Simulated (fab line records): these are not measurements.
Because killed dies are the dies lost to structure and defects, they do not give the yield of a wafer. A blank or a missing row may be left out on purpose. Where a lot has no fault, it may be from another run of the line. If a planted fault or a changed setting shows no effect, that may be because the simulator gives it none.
fab line records -- flow ritCmos
record lots=15, wafers=45, lastDay=8
route steps=202 shown NWELL@37 PRETRO@70 SPACER@128 M1@202
lots that met no fault: from a run of the same line without faults
startH: hours from the record's opening day to when the first of the lot's shown wafers began -- waitH: how many hours have passed since the lot's step before this one -- " identical to the entry in the row above -- L1.1+2: one row covering several wafers at once -- - no value, or no start was given -- * or withheld: withheld -- < > ~ a bound
route shown NAME@n: a module of which the file shows steps, and the number in the route of the first -- usual: mean/standard deviation taken from wafers without a fault -- same: alike in all rows -- chamber/n: place in a boat -- sites: the reading at each site -- _std_site: the values' standard deviation -- _edge_site: outer sites' mean less inner sites' -- radiusMm: for every site, how far away it sits from the centre of the wafer -- mask NAME#n: copy n -- behind: the last tool/chamber to shape the wafer -- hold: reason for holding the lot/hours on hold/outcome of the hold -- device: transistor that didn't switch, given as n, p or np -- end of line: the same wafers' tests at the end of the route -- a step with no rows: only its recipe -- killed: dies lost to structure and defects at the first sort, not the wafer's yield -- map: a wafer's dies, marking killed ones x, the rest . and places with no die _
set.NAME: the setting that was run; set.NAME@STEP: the one run at that earlier step -- model.NAME: the simulator's own value behind a step, which no gauge read
one table for each step of the route and one row for each wafer, over a sample of lots
services: the hour from which a tool's chamber was out of use, counted from the record's first day as startH (under 0 if before that day), plus the number of hours and why
## steps
# step RIT_NWELL_STRIP_09
# recipe chemistry=O2, timeS=180, resist=NOVOLAK, platenTempC=withheld, powerW=500, pressureMtorr=4000, o2FlowSccm=4000
# usual drypumpMotorCurrentA=5.9/0.48
lot.wafer,tool,chamber,startH,waitH,drypumpMotorCurrentA,rfHoursCounterH
L748.1,plasmaAsher-01,1,22.90,0.1,5.9,21
L748.2,plasmaAsher-01,0,22.90,0.1,5.4,21
L748.4,plasmaAsher-01,0,22.90,0.1,5.4,-
L750.1,plasmaAsher-01,0,32.12,0.1,5.4,22
L750.3,plasmaAsher-01,1,32.12,0.1,5.8,-
L750.6,plasmaAsher-01,1,32.12,0.1,5.9,-
L751.2,plasmaAsher-01,1,37.47,0.1,5.8,23
L751.4,plasmaAsher-01,0,37.47,0.1,5.4,-
L751.6,plasmaAsher-01,0,37.47,0.1,5.4,-
L752.1,plasmaAsher-04,0,41.61,0.1,5.8,41
L752.5,plasmaAsher-04,1,41.61,0.1,5.4,-
L752.6,plasmaAsher-04,0,41.61,0.1,5.8,-
L755.1,plasmaAsher-03,1,56.73,0.1,6.8,42
L755.3,plasmaAsher-03,0,56.73,0.1,6.0,-
L755.4,plasmaAsher-03,1,56.73,0.1,6.8,-
L756.2,plasmaAsher-03,0,62.45,0.1,6.0,42
L756.4,plasmaAsher-03,1,62.45,0.1,6.8,-
L756.6,plasmaAsher-03,1,62.45,0.1,6.8,-
L757.1,plasmaAsher-04,0,67.55,0.1,5.8,43
L757.3,plasmaAsher-04,0,67.55,0.1,5.8,-
L757.6,plasmaAsher-04,1,67.55,0.1,5.4,-
L758.3,plasmaAsher-01,1,71.03,0.1,5.8,-
L758.4,plasmaAsher-01,0,71.03,0.1,5.4,-
L758.6,plasmaAsher-01,1,71.03,0.1,5.8,-
L760.1,plasmaAsher-03,1,87.93,0.1,6.8,45
L760.2,plasmaAsher-03,0,87.93,0.1,6.1,45
L760.3,plasmaAsher-03,1,87.93,0.1,6.8,-
L761.1,plasmaAsher-04,1,91.80,0.1,5.4,46
L761.2,plasmaAsher-04,0,91.80,0.1,5.7,46
L761.6,plasmaAsher-04,0,91.80,0.1,5.7,-
L762.1,plasmaAsher-01,0,93.12,0.1,5.4,29
L762.2,plasmaAsher-01,1,93.12,0.1,5.8,29
L762.4,plasmaAsher-01,0,93.12,0.1,5.4,-
L763.1,plasmaAsher-01,0,98.69,0.1,5.4,29
L763.4,plasmaAsher-01,0,98.69,0.1,5.4,-
L763.6,plasmaAsher-01,0,98.69,0.1,5.4,-
L766.1,plasmaAsher-01,0,117.88,0.1,5.4,31
L766.4,plasmaAsher-01,0,117.88,0.1,5.4,-
L766.6,plasmaAsher-01,1,117.88,0.1,5.8,-
L768.2,plasmaAsher-03,0,135.82,0.1,6.1,49
L768.3,plasmaAsher-03,1,135.82,0.1,6.8,-
L768.6,plasmaAsher-03,1,135.82,0.1,6.8,-
L769.3,plasmaAsher-04,0,142.45,0.1,5.8,-
L769.4,plasmaAsher-04,1,142.45,0.1,5.4,-
L769.5,plasmaAsher-04,1,142.45,0.1,5.4,-
# step RIT_WELLDRIVE_RS_MEAS_01
# recipe thkMeasGauge=four-point-probe
# usual NWELL_RS=275.6/0.7
lot.wafer,tool,chamber,startH,waitH,NWELL_RS[ohm/sq]
L748.1,filmMetro-04,-,29.83,0.0,275.6
L748.2,filmMetro-04,-,29.83,0.0,275.2
L748.4,filmMetro-04,-,29.83,0.0,275.8
L750.1,filmMetro-02,-,40.09,0.0,274.8
L750.3,filmMetro-02,-,40.09,0.0,274.7
L750.6,filmMetro-02,-,40.09,0.0,274.9
L751.2,filmMetro-04,-,45.05,0.0,275.2
L751.4,filmMetro-04,-,45.05,0.0,275.8
L751.6,filmMetro-04,-,45.05,0.0,275.7
L752.1,filmMetro-04,-,50.11,0.0,275.1
L752.5,filmMetro-04,-,50.11,0.0,275.7
L752.6,filmMetro-04,-,50.11,0.0,274.4
L755.1,filmMetro-02,-,63.73,0.0,276.0
L755.3,filmMetro-02,-,63.73,0.0,275.5
L755.4,filmMetro-02,-,63.73,0.0,275.9
L756.2,filmMetro-03,-,69.34,0.0,274.6
L756.4,filmMetro-03,-,69.34,0.0,274.4
L756.6,filmMetro-03,-,69.34,0.0,274.4
L757.1,filmMetro-03,-,74.66,0.0,276.2
L757.3,filmMetro-03,-,74.66,0.0,276.0
L757.6,filmMetro-03,-,74.66,0.0,276.0
L758.3,filmMetro-02,-,77.88,0.0,275.4
L758.4,filmMetro-02,-,77.88,0.0,275.3
L758.6,filmMetro-02,-,77.88,0.0,275.2
L760.1,filmMetro-04,-,95.54,0.0,276.1
L760.2,filmMetro-04,-,95.54,0.0,276.0
L760.3,filmMetro-04,-,95.54,0.0,275.4
L761.1,filmMetro-03,-,99.19,0.0,276.2
L761.2,filmMetro-03,-,99.19,0.0,276.2
L761.6,filmMetro-03,-,99.19,0.0,275.5
L762.1,filmMetro-03,-,100.62,0.0,275.1
L762.2,filmMetro-03,-,100.62,0.0,275.1
L762.4,filmMetro-03,-,100.62,0.0,275.3
L763.1,filmMetro-04,-,108.02,0.0,276.8
L763.4,filmMetro-04,-,108.02,0.0,275.6
L763.6,filmMetro-04,-,108.02,0.0,276.4
L766.1,filmMetro-04,-,129.25,0.0,277.0
L766.4,filmMetro-04,-,129.25,0.0,277.7
L766.6,filmMetro-04,-,129.25,0.0,277.1
L768.2,filmMetro-02,-,147.11,0.0,274.3
L768.3,filmMetro-02,-,147.11,0.0,275.0
L768.6,filmMetro-02,-,147.11,0.0,275.8
L769.3,filmMetro-03,-,153.13,0.0,277.0
L769.4,filmMetro-03,-,153.13,0.0,276.1
L769.5,filmMetro-03,-,153.13,0.0,276.2
# step RIT_PRETRO_OVL_MEAS_06
# usual PRETRO_OVL=-0.9/1.5
lot.wafer,tool,chamber,startH,waitH,PRETRO_OVL[nm]
L748.1,overlay-01,-,32.75,-,-1.5
L748.2,overlay-01,-,32.75,-,-0.8
L748.4,overlay-01,-,32.75,-,-1.7
L750.1,overlay-01,-,42.97,-,1.0
L750.3,overlay-01,-,42.97,-,1.0
L750.6,overlay-01,-,42.97,-,0.7
L751.2,overlay-01,-,47.83,-,1.4
L751.4,overlay-01,-,47.83,-,0.7
L751.6,overlay-01,-,47.83,-,-1.4
L752.1,overlay-01,-,52.78,-,1.3
L752.5,overlay-01,-,52.78,-,-0.9
L752.6,overlay-01,-,52.78,-,1.1
L755.1,overlay-02,-,66.81,-,-3.2
L755.3,overlay-02,-,66.81,-,-2.6
L755.4,overlay-02,-,66.81,-,-2.8
L756.2,overlay-02,-,72.21,-,-1.2
L756.4,overlay-02,-,72.21,-,-0.4
L756.6,overlay-02,-,72.21,-,0.6
L757.1,overlay-01,-,77.33,-,0.2
L757.3,overlay-01,-,77.33,-,-0.9
L757.6,overlay-01,-,77.33,-,-0.8
L758.3,overlay-02,-,80.78,-,-1.4
L758.4,overlay-02,-,80.78,-,-2.6
L758.6,overlay-02,-,80.78,-,-0.3
L760.1,overlay-02,-,98.46,-,-1.0
L760.2,overlay-02,-,98.46,-,1.4
L760.3,overlay-02,-,98.46,-,-1.7
L761.1,overlay-01,-,101.86,-,-1.8
L761.2,overlay-01,-,101.86,-,-3.2
L761.6,overlay-01,-,101.86,-,-2.3
L762.1,overlay-01,-,103.29,-,0.3
L762.2,overlay-01,-,103.29,-,-1.3
L762.4,overlay-01,-,103.29,-,-2.3
L763.1,overlay-01,-,110.82,-,-2.5
L763.4,overlay-01,-,110.82,-,-2.6
L763.6,overlay-01,-,110.82,-,-0.2
L766.1,overlay-01,-,131.92,-,1.0
L766.4,overlay-01,-,131.92,-,-0.7
L766.6,overlay-01,-,131.92,-,0.2
L768.2,overlay-01,-,149.79,-,-4.0
L768.3,overlay-01,-,149.79,-,-1.7
L768.6,overlay-01,-,149.79,-,-0.5
L769.3,overlay-01,-,155.84,-,2.2
L769.4,overlay-01,-,155.84,-,0.3
L769.5,overlay-01,-,155.84,-,-0.2
# step RIT_SPACER_CVD_03
# recipe material=Si3N4, targetThkNm=250, tempC=810, precursor=SiH2Cl2/NH3, timeS=3300, pressureMtorr=300, sih2cl2FlowSccm=60, nh3FlowSccm=150
# usual spikeTcCentreC=813.0/0.93
lot.wafer,tool,chamber,startH,waitH,spikeTcCentreC
L748.1,lpcvd-02,0,46.27,1.0,812.5
L748.2,lpcvd-02,0,46.27,1.0,812.9
L748.4,lpcvd-02,0,46.27,1.0,813.6
L750.1,lpcvd-02,1,58.53,0.0,812.5
L750.3,lpcvd-02,1,58.53,0.0,811.8
L750.6,lpcvd-02,1,58.53,0.0,814.1
L751.2,lpcvd-01,1,61.75,0.0,814.2
L751.4,lpcvd-01,1,61.75,0.0,811.4
L751.6,lpcvd-01,1,61.75,0.0,815.5
L752.1,lpcvd-02,1,69.33,0.0,813.3
L752.5,lpcvd-02,1,69.33,0.0,813.2
L752.6,lpcvd-02,1,69.33,0.0,813.5
L755.1,lpcvd-02,0,83.68,0.0,813.2
L755.3,lpcvd-02,0,83.68,0.0,811.6
L755.4,lpcvd-02,0,83.68,0.0,814.2
L756.2,lpcvd-02,0,91.33,0.0,812.6
L756.4,lpcvd-02,0,91.33,0.0,812.6
L756.6,lpcvd-02,0,91.33,0.0,813.3
L757.1,lpcvd-02,0,95.74,0.0,812.9
L757.3,lpcvd-02,0,95.74,0.0,811.5
L757.6,lpcvd-02,0,95.74,0.0,814.0
L758.3,lpcvd-02,1,98.54,0.0,811.8
L758.4,lpcvd-02,1,98.54,0.0,812.0
L758.6,lpcvd-02,1,98.54,0.0,813.3
L760.1,lpcvd-01,0,115.71,0.0,811.4
L760.2,lpcvd-01,0,115.71,0.0,813.4
L760.3,lpcvd-01,0,115.71,0.0,811.7
L761.1,lpcvd-02,1,123.01,0.1,812.6
L761.2,lpcvd-02,1,123.01,0.1,812.8
L761.6,lpcvd-02,1,123.01,0.1,812.1
L762.1,lpcvd-01,1,123.65,0.4,813.5
L762.2,lpcvd-01,1,123.65,0.4,812.9
L762.4,lpcvd-01,1,123.65,0.4,812.6
L763.1,lpcvd-01,1,140.83,0.0,813.0
L763.4,lpcvd-01,1,140.83,0.0,814.7
L763.6,lpcvd-01,1,140.83,0.0,812.0
L763.1,lpcvd-02,1,143.48,0.7,812.5
L763.4,lpcvd-02,1,143.48,0.7,813.8
L763.6,lpcvd-02,1,143.48,0.7,811.6
L766.1,lpcvd-01,0,158.96,0.0,813.9
L766.4,lpcvd-01,0,158.96,0.0,812.3
L766.6,lpcvd-01,0,158.96,0.0,813.1
L766.1,lpcvd-01,0,161.04,0.2,813.2
L766.4,lpcvd-01,0,161.04,0.2,813.5
L766.6,lpcvd-01,0,161.04,0.2,811.2
L768.2,lpcvd-02,1,166.43,0.0,812.3
L768.3,lpcvd-02,1,166.43,0.0,812.9
L768.6,lpcvd-02,1,166.43,0.0,813.8
L768.2,lpcvd-02,1,168.51,0.2,812.8
L768.3,lpcvd-02,1,168.51,0.2,813.8
L768.6,lpcvd-02,1,168.51,0.2,812.4
L769.3,lpcvd-02,1,170.94,0.0,812.9
L769.4,lpcvd-02,1,170.94,0.0,812.6
L769.5,lpcvd-02,1,170.94,0.0,811.2
# step RIT_SPACER_THK_MEAS_04
# recipe reads=Si3N4_of_SPACER_CVD_03
# usual SPACER_NITRIDE_THK=250.0/2.8
lot.wafer,tool,chamber,startH,waitH,SPACER_NITRIDE_THK[nm]
L748.1,filmMetro-01,-,48.18,0.0,244.8
L748.2,filmMetro-01,-,48.18,0.0,246.5
L748.4,filmMetro-01,-,48.18,0.0,244.4
L750.1,filmMetro-01,-,60.45,0.0,251.8
L750.3,filmMetro-01,-,60.45,0.0,248.7
L750.6,filmMetro-01,-,60.45,0.0,252.9
L751.2,filmMetro-04,-,63.67,0.0,251.1
L751.4,filmMetro-04,-,63.67,0.0,252.3
L751.6,filmMetro-04,-,63.67,0.0,251.4
L752.1,filmMetro-02,-,71.24,0.0,248.1
L752.5,filmMetro-02,-,71.24,0.0,250.5
L752.6,filmMetro-02,-,71.24,0.0,248.7
L755.1,filmMetro-04,-,85.60,0.0,252.9
L755.3,filmMetro-04,-,85.60,0.0,252.1
L755.4,filmMetro-04,-,85.60,0.0,254.1
L756.2,filmMetro-04,-,93.26,0.0,252.7
L756.4,filmMetro-04,-,93.26,0.0,251.7
L756.6,filmMetro-04,-,93.26,0.0,249.5
L757.1,filmMetro-04,-,97.65,0.0,251.5
L757.3,filmMetro-04,-,97.65,0.0,252.5
L757.6,filmMetro-04,-,97.65,0.0,252.4
L758.3,filmMetro-04,-,100.47,0.0,248.3
L758.4,filmMetro-04,-,100.47,0.0,248.1
L758.6,filmMetro-04,-,100.47,0.0,250.0
L760.1,filmMetro-04,-,117.63,0.0,252.5
L760.2,filmMetro-04,-,117.63,0.0,252.1
L760.3,filmMetro-04,-,117.63,0.0,250.5
L761.1,filmMetro-01,-,124.93,0.0,244.2
L761.2,filmMetro-01,-,124.93,0.0,243.9
L761.6,filmMetro-01,-,124.93,0.0,243.9
L762.1,filmMetro-01,-,125.57,0.0,246.0
L762.2,filmMetro-01,-,125.57,0.0,247.6
L762.4,filmMetro-01,-,125.57,0.0,249.0
L763.1,filmMetro-04,-,145.40,0.0,494.8
L763.4,filmMetro-04,-,145.40,0.0,496.9
L763.6,filmMetro-04,-,145.40,0.0,499.1
L766.1,filmMetro-01,-,162.96,0.0,499.1
L766.4,filmMetro-01,-,162.96,0.0,496.8
L766.6,filmMetro-01,-,162.96,0.0,500.6
L768.2,filmMetro-01,-,170.44,0.0,501.6
L768.3,filmMetro-01,-,170.44,0.0,506.6
L768.6,filmMetro-01,-,170.44,0.0,504.2
L769.3,filmMetro-02,-,172.88,0.0,242.9
L769.4,filmMetro-02,-,172.88,0.0,243.8
L769.5,filmMetro-02,-,172.88,0.0,243.6
# step RIT_SPACER_ETCHBACK_05
# recipe targetDepthA=2500, SF6_flow_sccm=30, CHF3_flow_sccm=30, target=Si3N4, chemistry=SF6/CHF3, pressureMtorr=40, rfW=250, timeS=240, stopOn=SiO2
# usual CHF3_flow_sccm=29.99/0.082, drypumpMotorCurrentA=5.9/0.45, oesProductAu=0.845/0.018, throttleValvePct=10.26/0.15
lot.wafer,tool,chamber,startH,waitH,CHF3_flow_sccm,drypumpMotorCurrentA,oesProductAu,rfHoursCounterH,throttleValvePct
L748.1,rieDiel-04,1,48.24,0.1,29.98,5.7,0.803,158,10.20
L748.2,rieDiel-04,3,48.24,0.1,29.96,6.8,0.827,5,10.24
L748.4,rieDiel-04,2,48.24,0.1,29.98,5.5,0.853,5,10.50
L750.1,rieDiel-04,3,60.51,0.1,29.92,6.8,0.841,5,10.24
L750.3,rieDiel-04,0,60.51,0.1,29.94,6.2,0.836,7,10.37
L750.6,rieDiel-04,3,60.51,0.1,29.97,6.8,0.848,-,10.24
L751.2,rieDiel-02,0,63.72,0.0,29.99,5.8,0.843,79,10.51
L751.4,rieDiel-02,1,63.72,0.0,29.85,5.7,0.834,67,10.41
L751.6,rieDiel-02,2,63.72,0.0,30.09,6.4,0.851,-,10.30
L752.1,rieDiel-04,0,71.30,0.1,30.09,6.2,0.855,8,10.37
L752.5,rieDiel-04,2,71.30,0.1,30.13,5.5,0.869,-,10.49
L752.6,rieDiel-04,3,71.30,0.1,30.04,6.8,0.831,-,10.23
L755.1,rieDiel-03,3,85.66,0.1,29.95,5.6,0.873,103,10.13
L755.3,rieDiel-03,1,85.66,0.1,29.91,5.8,0.864,98,10.37
L755.4,rieDiel-03,2,85.66,0.1,29.89,5.6,0.871,42,10.17
L756.2,rieDiel-04,3,93.31,0.0,29.81,6.8,0.846,6,10.23
L756.4,rieDiel-04,1,93.31,0.0,30.17,5.7,0.815,159,10.24
L756.6,rieDiel-04,3,93.31,0.0,29.98,6.8,0.835,-,10.22
L757.1,rieDiel-02,2,97.71,0.1,29.99,6.4,0.846,87,10.31
L757.3,rieDiel-02,0,97.71,0.1,30.02,5.8,0.838,79,10.51
L757.6,rieDiel-02,3,97.71,0.1,29.97,5.5,0.823,-,10.17
L758.3,rieDiel-04,0,100.51,0.0,29.98,6.2,0.843,8,10.37
L758.4,rieDiel-04,1,100.51,0.0,29.98,5.7,0.818,159,10.22
L758.6,rieDiel-04,3,100.51,0.0,30.00,6.8,0.839,-,10.23
L760.1,rieDiel-03,1,117.69,0.1,29.97,5.8,0.873,99,10.40
L760.2,rieDiel-03,2,117.69,0.1,29.97,5.6,0.859,43,10.16
L760.3,rieDiel-03,3,117.69,0.1,30.00,5.5,0.863,104,10.10
L761.1,rieDiel-04,0,124.99,0.1,29.89,6.2,0.839,8,10.36
L761.2,rieDiel-04,2,124.99,0.1,29.94,5.5,0.861,6,10.49
L761.6,rieDiel-04,3,124.99,0.1,29.92,6.8,0.831,-,10.21
L762.1,rieDiel-03,2,125.63,0.1,30.01,5.6,0.841,43,10.17
L762.2,rieDiel-03,1,125.63,0.1,29.89,5.8,0.855,99,10.39
L762.4,rieDiel-03,0,125.63,0.1,30.13,5.5,0.827,87,9.99
L763.1,rieDiel-04,2,145.46,0.1,30.04,5.5,1.026,7,10.54
L763.4,rieDiel-04,1,145.46,0.1,29.90,5.7,0.953,0,10.27
L763.6,rieDiel-04,0,145.46,0.1,29.81,6.2,1.016,-,10.44
L766.1,rieDiel-03,2,163.02,0.1,29.96,5.6,1.030,43,10.22
L766.4,rieDiel-03,3,163.02,0.1,29.97,5.5,1.013,105,10.16
L766.6,rieDiel-03,3,163.02,0.1,29.96,5.5,1.015,-,10.16
L768.2,rieDiel-03,0,170.49,0.0,29.97,5.5,0.966,88,10.03
L768.3,rieDiel-03,3,170.49,0.0,29.95,5.5,1.021,105,10.18
L768.6,rieDiel-03,0,170.49,0.0,30.11,5.5,0.957,-,10.04
L769.3,rieDiel-02,0,172.92,0.0,30.05,5.8,0.822,80,10.48
L769.4,rieDiel-02,1,172.92,0.0,30.04,5.7,0.821,69,10.38
L769.5,rieDiel-02,3,172.92,0.0,29.89,5.5,0.800,-,10.15
# step RIT_M1_PROBE_99
# usual killedAtContacts=0.1/0.3, killedAtFrontEnd=7/3.1, killedDies=7/3.1, killedOnRim=1.9/1.5, killedOpen=3.8/2.3, killedShort=3.2/1.9
# same grossDies=264, killed_at_M0_to_M3=0, killed_at_M4_up=0, killedAtBackSide=0, killedAtOther=0
lot.wafer,tool,chamber,startH,waitH,killedAtContacts,killedAtFrontEnd,killedDies,killedOnRim,killedOpen,killedShort
L752.1,prober-01,-,82.76,0.1,0,8,8,1,6,2
L752.5,prober-01,-,82.96,0.2,0,6,6,3,5,1
L752.6,prober-01,-,83.01,0.2,0,11,11,3,5,6
L761.1,prober-02,-,135.90,0.1,0,10,10,4,5,5
L761.2,prober-02,-,135.95,0.1,0,6,6,3,6,0
L761.6,prober-02,-,136.15,0.2,0,17,17,9,14,3
L763.1,prober-01,-,157.74,0.1,0,264,264,70,2,2
L763.4,prober-01,-,157.89,0.2,0,264,264,70,1,5
L763.6,prober-01,-,157.99,0.2,0,264,264,70,4,4
L766.1,prober-02,-,180.39,0.1,0,264,264,70,6,5
L766.4,prober-02,-,180.54,0.2,0,264,264,70,3,5
L766.6,prober-02,-,180.64,0.2,0,264,264,70,0,7
L768.2,prober-02,-,183.69,0.1,0,264,264,70,1,2
L768.3,prober-02,-,183.74,0.2,0,264,264,70,2,9
L768.6,prober-02,-,183.89,0.2,0,264,264,70,4,2
# killed by level:class
L752.1 GATE:geometricParticle:open=3 GATE:geometricParticle:short=2 ACTIVE:geometricParticle:open=1 FOX1:geometricParticle:open=1 REOX:geometricParticle:open=1
L752.5 FOX1:geometricParticle:open=2 SILICIDE:geometricParticle:open=2 FOX1:geometricParticle:short=1 GATE:geometricParticle:open=1
L752.6 GATE:geometricParticle:short=4 GATE:geometricParticle:open=3 FOX2:geometricParticle:open=1 FOX2:geometricParticle:short=1 REOX:geometricParticle:open=1 SILICIDE:geometricParticle:short=1
L761.1 GATE:geometricParticle:short=2 REOX:geometricParticle:open=2 FOX2:geometricParticle:short=1 GATE:geometricParticle:open=1 SPACER:geometricParticle:short=1 SPACER:geometricParticle:open=1 SILICIDE:geometricParticle:open=1 SILICIDE:geometricParticle:short=1
L761.2 FOX2:geometricParticle:open=2 SPACER:geometricParticle:open=2 GATE:geometricParticle:open=1 SILICIDE:geometricParticle:open=1
L761.6 FOX2:geometricParticle:open=7 FOX1:geometricParticle:open=3 SILICIDE:geometricParticle:open=3 FOX1:geometricParticle:short=2 GATE:geometricParticle:short=1 GATE:geometricParticle:open=1
L763.1 SPACER:areaEtchback=260 GATE:geometricParticle:open=2 FOX1:geometricParticle:short=1 GATE:geometricParticle:short=1
L763.4 SPACER:areaEtchback=258 FOX2:geometricParticle:short=2 GATE:geometricParticle:short=2 FOX2:geometricParticle:open=1 SILICIDE:geometricParticle:short=1
L763.6 SPACER:areaEtchback=256 FOX2:geometricParticle:short=2 GATE:geometricParticle:open=2 FOX1:geometricParticle:open=1 FOX1:geometricParticle:short=1 REOX:geometricParticle:open=1 REOX:geometricParticle:short=1
L766.1 SPACER:areaEtchback=253 FOX1:geometricParticle:open=2 REOX:geometricParticle:open=2 FOX1:geometricParticle:short=1 FOX2:geometricParticle:short=1 REOX:geometricParticle:short=1 SPACER:geometricParticle:short=1 SPACER:geometricParticle:open=1
L766.4 SPACER:areaEtchback=256 REOX:geometricParticle:short=2 FOX1:geometricParticle:short=1 FOX2:geometricParticle:short=1 FOX2:geometricParticle:open=1 GATE:geometricParticle:open=1 REOX:geometricParticle:open=1 SILICIDE:geometricParticle:short=1
L766.6 SPACER:areaEtchback=257 FOX1:geometricParticle:short=2 SPACER:geometricParticle:short=2 FOX2:geometricParticle:short=1 GATE:geometricParticle:short=1 SILICIDE:geometricParticle:short=1
L768.2 SPACER:areaEtchback=261 GATE:geometricParticle:short=1 REOX:geometricParticle:open=1 SPACER:geometricParticle:short=1
L768.3 SPACER:areaEtchback=253 GATE:geometricParticle:short=3 GATE:geometricParticle:open=2 REOX:geometricParticle:short=2 SPACER:geometricParticle:short=2 FOX2:geometricParticle:short=1 SILICIDE:geometricParticle:short=1
L768.6 SPACER:areaEtchback=258 FOX1:geometricParticle:open=2 GATE:geometricParticle:open=1 REOX:geometricParticle:short=1 REOX:geometricParticle:open=1 SPACER:geometricParticle:short=1
## services
tool,chamber,startH,hours,kind
rieDiel-03,3,13.03,1.4,repair
rieDiel-02,-,26.10,2.8,pm
rieDiel-04,-,30.20,2.8,pm
rieDiel-02,-,37.50,0.2,repair
rieDiel-03,2,97.27,7.3,repair
rieDiel-04,1,107.48,-,clean
rieDiel-04,1,107.48,25.6,scheduledDown
rieDiel-04,1,107.48,25.6,ventCycle
lpcvd-02,-,146.94,6.0,pm
rieDiel-04,-,148.14,0.9,repair
rieDiel-04,3,157.77,2.6,repair
rieDiel-03,2,168.89,3.0,repair
plasmaAsher-01,-,169.32,2.1,repair
## key
firstSign step=RIT_SPACER_CVD_03, reading=visit, direction=added
effect step=RIT_SPACER_THK_MEAS_04, reading=SPACER_NITRIDE_THK, direction=up, sigmas=88, usual=250.0, struck=500.0
effect step=RIT_SPACER_ETCHBACK_05, reading=oesProductAu, direction=up, sigmas=8.6, usual=0.845, struck=1.000
effect step=RIT_M1_PROBE_99, reading=killedDies, direction=up, sigmas=84, usual=7, struck=264
moreKillsBornAt RIT_SPACER_ETCHBACK_05@rieDiel-03=1538, RIT_SPACER_ETCHBACK_05@rieDiel-04=774
metAt RIT_SPACER_CVD_03
struckLots L763,L766,L768
laterRowsLeftOut L763.1,L763.4,L763.6,L766.1,L766.4,L766.6,L768.2,L768.3,L768.6
testerLeftOut L763,L766,L768
notActingAt RIT_NWELL_STRIP_09,RIT_WELLDRIVE_RS_MEAS_01,RIT_PRETRO_OVL_MEAS_06
fault kind=repeatedStepWhole, tool=lpcvd-01,lpcvd-02, chamber=-, onsetH=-, steps=RIT_SPACER_CVD_03, times=1, scope=struckLotsOnly
# testerLeftOut: of these lots the tester's yield and bins aren't shown, on N5 and GAA mostly nor the transistor test; their killed dies are dies lost to structure and defects alone, not to doping, threshold or leakage, so they don't give the yield
# laterRowsLeftOut: the simulator's readings of these wafers behind a module that went badly wrong aren't trusted and aren't shown, but for the sort
